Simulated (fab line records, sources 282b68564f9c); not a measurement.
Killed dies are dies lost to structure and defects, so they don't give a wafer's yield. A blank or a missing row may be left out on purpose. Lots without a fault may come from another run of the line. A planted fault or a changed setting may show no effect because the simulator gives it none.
A struck lot beside a sound one | flow rit_cmos | 26 steps out of a route of 202
Sound: wafers L319.3, L319.5, L319.6. Struck: wafers L330.1, L330.2, L330.4. The cause comes at the end.
At each step with rows: each side's tool, then ch and its chambers, then its first start. Under that, the readings that differ: sound wafers | struck wafers | difference of the means | sigmas: that difference in standard deviations of wafers without a fault.
alike: readings whose means differ by less than 2 such deviations, and words and numbers that are the same on both sides. not compared: withheld readings, readings that some wafer has no value for, bounds like >300 that may hide the same value, and numbers for which the record gives no deviation and whose values overlap.
The two part at a step that has a row with sigmas, a row that says differs or no value, or rows on one side only. Numbers that don't overlap but have no deviation are shown without sigmas and don't part them. A reading that every wafer of one side lacks parts them only if that side has two wafers or more.

first, 1 step without rows for these wafers: RIT_PRETRO_IMPLANT_08.
RIT_PRETRO_STRIP_09: strips in O2, time 180 s.
  sound on plasma_asher-01 ch 0,1, day 3 10:52; struck on plasma_asher-02 ch 0,1, day 5 17:09
  alike: drypump_motor_current_A
  not compared: rf_hours_counter_h
RIT_PRETRO_TW_MEAS_10:
  sound on film_metro-01, day 3 11:00; struck on film_metro-01, day 5 17:19
  alike: PRETRO_TW
then, 5 steps without rows for these wafers: RIT_GATE_WET_ETCH_00 (etches SiO2 in BOE, target depth 56 nm, time 60 s); RIT_GATE_CLEAN_01 (cleans in SC1, time 600 s); RIT_GATE_CLEAN_02 (cleans in dHF, time 30 s); RIT_GATE_CLEAN_03 (cleans in SC2, time 600 s); RIT_GATE_CLEAN_04 (cleans in dHF, time 60 s).
RIT_FOX2_THK_MEAS_91:
  sound on film_metro-01, day 3 11:28; struck on film_metro-02, day 5 17:48
  reading                     | sound       | struck      | difference | sigmas
  FIELD_OXIDE_LEFT_2_THK (nm) | 259 261 262 | 239 241 234 | -23        | -3
then, 2 steps without rows for these wafers: RIT_GATE_OXIDATION_05 (target thk 3 nm, ox time 270 s); RIT_GATE_ANNEAL_06 (time 600 s).
RIT_GATE_THK_MEAS_07:
  sound on film_metro-02, day 3 15:05; struck on film_metro-02, day 5 21:18
  alike: GATE_OXIDE_THK
RIT_GATE_CVD_08: deposits poly-Si from SiH4, target thk 250 nm, time 2220 s.
  sound on lpcvd-01 ch 1, day 3 15:08; struck on lpcvd-01 ch 0, day 5 21:22
  reading                                  | sound           | struck            | difference | sigmas
  model.poly-Si_of_GATE_CVD_08.thk_nm (nm) | 247.9 249 247.9 | 385.1 386.4 386.1 | +137.6     |
  alike: sih4_flow_sccm
RIT_GATE_THK_MEAS_09:
  sound on film_metro-01, day 3 16:46; struck on film_metro-01, day 5 22:59
  reading            | sound             | struck            | difference | sigmas
  GATE_POLY_THK (nm) | 247.9 249.1 247.7 | 385.2 386.6 386.3 | +137.8     | +53
then, 6 steps without rows for these wafers: RIT_GATE_HMDS_10 (prime time 60 s); RIT_GATE_COAT_11 (resist thk 850 nm); RIT_GATE_SOFTBAKE_12 (time 60 s); RIT_GATE_EXPOSE_13 (exposes mask M6, target cd 150 nm); RIT_GATE_PEB_14; RIT_GATE_DEVELOP_15 (develop time 50 s).
RIT_GATE_CD_MEAS_16: target cd 150 nm.
  sound on cd_sem-02, day 3 17:50; struck on cd_sem-02, day 6 00:05
  alike: cd_nm
RIT_GATE_OVL_MEAS_17:
  sound on overlay-02, day 3 17:56; struck on overlay-02, day 6 00:12
  alike: GATE_OVL
then, 1 step without rows for these wafers: RIT_GATE_HARDBAKE_18 (time 60 s).
RIT_GATE_ETCH_19: etches poly-Si in SF6/CHF3/O2, stops on SiO2, time 165 s, target depth 312.5 nm.
  sound on rie_si-02 ch 1,2, day 3 18:06; struck on rie_si-01 ch 0,2,3, day 6 00:23
  reading                          | sound             | struck            | difference | sigmas
  oes_product_au (a.u.)            | 0.864 0.854 0.869 | 0.986 0.989 0.961 | +0.116     | +8
  model.etch.depth_nm (nm)         | 247.9 249 247.9   | 296.6 307.9 298.5 | +52.7      |
  model.GATE.feature_depth_nm (nm) | 247.9 249 247.9   | 296.6 307.9 298.5 | +52.7      |
  alike: drypump_motor_current_A, throttle_valve_pct
  not compared: rf_hours_counter_h
RIT_GATE_STRIP_20: strips in O2, time 180 s.
  sound on plasma_asher-01 ch 0,1, day 3 18:16; struck on plasma_asher-01 ch 0,1, day 6 00:30
  alike: drypump_motor_current_A
  not compared: rf_hours_counter_h
RIT_M1_PROBE_99:
  sound on prober-01, day 4 14:23; struck on prober-02, day 6 22:25
  reading             | sound  | struck      | difference | sigmas
  killed_at_front_end | 10 3 6 | 264 264 263 | +257       | +80
  killed_dies         | 10 3 6 | 264 264 264 | +258       | +81
  killed_on_rim       | 3 0 1  | 70 70 70    | +69        | +49
  alike: killed_at_contacts, killed_open, killed_short

WHERE THEY PART
First at RIT_FOX2_THK_MEAS_91; last, within this record, at RIT_M1_PROBE_99.

WHY: what the simulator had put in
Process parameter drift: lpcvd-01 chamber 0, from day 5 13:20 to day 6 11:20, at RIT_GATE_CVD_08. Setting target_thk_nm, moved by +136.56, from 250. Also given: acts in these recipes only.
